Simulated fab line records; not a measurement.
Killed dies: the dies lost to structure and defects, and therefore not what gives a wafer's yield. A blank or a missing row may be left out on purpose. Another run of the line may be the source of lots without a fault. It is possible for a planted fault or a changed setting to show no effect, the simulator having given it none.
Split-lot trial :: flow berkeleyCmos170 :: 5 lots, 23 wafers read, on a route of 331 steps

## THE SPLIT
At UCB170_ACTIVE_EXPOSE_10 (exposes mask ACTIVE, target cd 1200 nm), the setting doseMj was moved away from the recipe's 20 on 5 of the 23 wafers read, by +4.2% to +5.0%. This setting was run at the recipe's value on the other wafers.

## FROM THE SPLIT TO THE READING: what the file shows between them, 5 steps
- UCB170_ACTIVE_PEB_11
- UCB170_ACTIVE_DEVELOP_12: develop time 45 s
- UCB170_ACTIVE_CD_MEAS_13: target cd 1200 nm
- UCB170_ACTIVE_ETCH_15: etches Si3N4 in CH3F/Ar/O2, stops on SiO2, target depth 242 nm, time 151 s
- UCB170_ACTIVE_STRIP_16: strips in O2

## THE READING
At UCB170_ACTIVE_CD_MEAS_90: cdNm in nanometres, against a target cd of 1200 nm. A value of 1199.6 nm with a standard deviation of 1.5 nm is what fault-free wafers of this fab line usually give.

wafer: L074.1
tool, chamber at the split: krfScanner-02, 0
doseMj as run: 20.84
against the recipe: +4.2%
cdNm, nm: 1189.9
against lot-mates on the recipe: -8.1

wafer: L074.2
tool, chamber at the split: krfScanner-02, 0
doseMj as run: 20
against the recipe: recipe
cdNm, nm: 1199.1
against lot-mates on the recipe: -

wafer: L074.3
tool, chamber at the split: krfScanner-02, 0
doseMj as run: 20
against the recipe: recipe
cdNm, nm: 1198.0
against lot-mates on the recipe: -

wafer: L074.4
tool, chamber at the split: krfScanner-02, 0
doseMj as run: 20
against the recipe: recipe
cdNm, nm: 1196.9
against lot-mates on the recipe: -

wafer: L074.5
tool, chamber at the split: krfScanner-02, 0
doseMj as run: 20.84
against the recipe: +4.2%
cdNm, nm: 1191.5
against lot-mates on the recipe: -6.5

wafer: L076.1
tool, chamber at the split: krfScanner-02, 0
doseMj as run: 20
against the recipe: recipe
cdNm, nm: 1198.3
against lot-mates on the recipe: -

wafer: L076.2
tool, chamber at the split: krfScanner-02, 0
doseMj as run: 20
against the recipe: recipe
cdNm, nm: 1198.2
against lot-mates on the recipe: -

wafer: L076.3
tool, chamber at the split: krfScanner-02, 0
doseMj as run: 20
against the recipe: recipe
cdNm, nm: 1198.0
against lot-mates on the recipe: -

wafer: L076.4
tool, chamber at the split: krfScanner-02, 0
doseMj as run: 20
against the recipe: recipe
cdNm, nm: 1197.6
against lot-mates on the recipe: -

wafer: L076.5
tool, chamber at the split: krfScanner-02, 0
doseMj as run: 20
against the recipe: recipe
cdNm, nm: 1198.6
against lot-mates on the recipe: -

wafer: L082.1
tool, chamber at the split: krfScanner-02, 0
doseMj as run: 20
against the recipe: recipe
cdNm, nm: 1200.4
against lot-mates on the recipe: -

wafer: L082.2
tool, chamber at the split: krfScanner-02, 0
doseMj as run: 21
against the recipe: +5.0%
cdNm, nm: 1191.2
against lot-mates on the recipe: -9.5

wafer: L082.3
tool, chamber at the split: krfScanner-02, 0
doseMj as run: 20
against the recipe: recipe
cdNm, nm: 1200.9
against lot-mates on the recipe: -

wafer: L082.4
tool, chamber at the split: krfScanner-02, 0
doseMj as run: 21
against the recipe: +5.0%
cdNm, nm: 1191.2
against lot-mates on the recipe: -9.5

wafer: L082.5
tool, chamber at the split: krfScanner-02, 0
doseMj as run: 21
against the recipe: +5.0%
cdNm, nm: 1190.5
against lot-mates on the recipe: -10.2

wafer: L083.2
tool, chamber at the split: krfScanner-02, 0
doseMj as run: 20
against the recipe: recipe
cdNm, nm: 1201.6
against lot-mates on the recipe: -

wafer: L083.3
tool, chamber at the split: krfScanner-02, 0
doseMj as run: 20
against the recipe: recipe
cdNm, nm: 1198.9
against lot-mates on the recipe: -

wafer: L083.4
tool, chamber at the split: krfScanner-02, 0
doseMj as run: 20
against the recipe: recipe
cdNm, nm: 1200.1
against lot-mates on the recipe: -

wafer: L083.5
tool, chamber at the split: krfScanner-02, 0
doseMj as run: 20
against the recipe: recipe
cdNm, nm: 1198.8
against lot-mates on the recipe: -

wafer: L083.6
tool, chamber at the split: krfScanner-02, 0
doseMj as run: 20
against the recipe: recipe
cdNm, nm: 1200.3
against lot-mates on the recipe: -

wafer: L084.1
tool, chamber at the split: krfScanner-02, 0
doseMj as run: 20
against the recipe: recipe
cdNm, nm: 1200.8
against lot-mates on the recipe: -

wafer: L084.4
tool, chamber at the split: krfScanner-02, 0
doseMj as run: 20
against the recipe: recipe
cdNm, nm: 1201.3
against lot-mates on the recipe: -

wafer: L084.5
tool, chamber at the split: krfScanner-02, 0
doseMj as run: 20
against the recipe: recipe
cdNm, nm: 1200.0
against lot-mates on the recipe: -

THE FIT
A straight line over all 23 wafers: cdNm changes by -1.79 nm for each +1% of doseMj; r = -0.94; the points scatter about the line by 1.3 nm.
The same after taking each lot's own level away (the mean of its wafers on the recipe; 23 wafers): -1.88 nm for each +1%; r = -0.98; scatter 0.75 nm.
The reading moves by 9.4 nm for the largest change in doseMj, on that fit.
From 1198.00 to 1200.70 nm: that is the span of the lots' own levels, equal to 1.8 times the standard deviation above.
Hence the lot-to-lot level has little effect on the slope; both slopes agree.
Check: -9.34 nm against its lot-mates is what the line predicts for one of the wafers moved furthest among these (+5.0%) when that wafer is left out of the fit. It came out at -9.45 nm against them.

## ADDITIONAL SPLITS CARRIED BY THESE WAFERS
Other splits were also applied to these wafers ahead of the reading. Each is held against what the fit with the lots' levels taken away leaves over:
other split on the same wafers: UCB170_ZERO_COAT_01 resistThkNm
wafers away from the commonest value: 9
r with cdNm (lot level and that fit taken away): +0.30

## THE WHOLE CHAIN: every reading that the file lists as answering this split, in the file's order
step: UCB170_ACTIVE_CD_MEAS_13
what it does: target cd 1200 nm
reading: cdNm
change (the file's fit): -1.81 nm for each +1% of the setting
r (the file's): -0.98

step: UCB170_ACTIVE_ETCH_15
what it does: etches Si3N4 in CH3F/Ar/O2, stops on SiO2, target depth 242 nm, time 151 s
reading: ACTIVE.cdNm (the simulator's own value, which no gauge read)
change (the file's fit): -1.83 nm for each +1% of the setting
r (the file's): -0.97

step: UCB170_ACTIVE_CD_MEAS_90
what it does: target cd 1200 nm
reading: cdNm
change (the file's fit): -1.85 nm for each +1% of the setting
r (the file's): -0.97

## FILE'S OWN FIT
cdNm changes by -1.85 nm for each +1% of doseMj, r = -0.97.
